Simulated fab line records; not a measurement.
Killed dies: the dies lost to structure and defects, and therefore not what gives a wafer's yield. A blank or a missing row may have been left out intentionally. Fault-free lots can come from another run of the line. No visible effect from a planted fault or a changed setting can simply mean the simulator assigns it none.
Matching of chambers	flow berkeley-cmos170	4 sister chambers for UCB170_V1_CMP_02 on cmp-01
The step polishes SiO2. 4 wafers are shown with their chamber, then 9 later ones without.

WAFERS, EACH WITH ITS CHAMBER
wafer	chamber	motor-current-A (A)
L738.6	1	13.8
L741.1	0	14.6
L744.2	2	13.2
L744.6	3	18.0

WAFERS WITH NO CHAMBER GIVEN
wafer	motor-current-A (A)
L745.1	12.4
L745.2	14.7
L745.4	17.8
L747.2	16.8
L747.3	14.8
L747.5	15.0
L748.4	15.6
L748.5	13.6
L748.6	15.3

WHICH CHAMBER EACH ONE RAN IN
wafer	from the rows above	in truth
L745.1	can't be placed: 2 or 1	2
L745.2	can't be placed: 0 or 1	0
L745.4	3	3
L747.2	can't be placed: 3 or 0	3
L747.3	can't be placed: 0 or 1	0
L747.5	can't be placed: 0 or 1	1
L748.4	can't be placed: 0 or 1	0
L748.5	can't be placed: 1 or 2 or 0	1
L748.6	can't be placed: 0 or 1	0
Placed correctly: 1 of 9. Cannot be placed on the basis of these rows: 8; the candidates contain the true chamber in 8. Number placed wrongly: 0.
How it was worked out, from the rows above alone: a wafer's distance from a chamber is the root of the sum, over the readings, of the square of ((its reading less the chamber's mean) divided by the reading's scatter). The wafer belongs to the nearest chamber; if the next one is less than 2 further off, it can't be placed. A chamber's mean is the mean of its shown wafers. The scatter: with one shown wafer a chamber, the root of the mean of the squares of how far each hidden wafer lies from its nearest shown one.
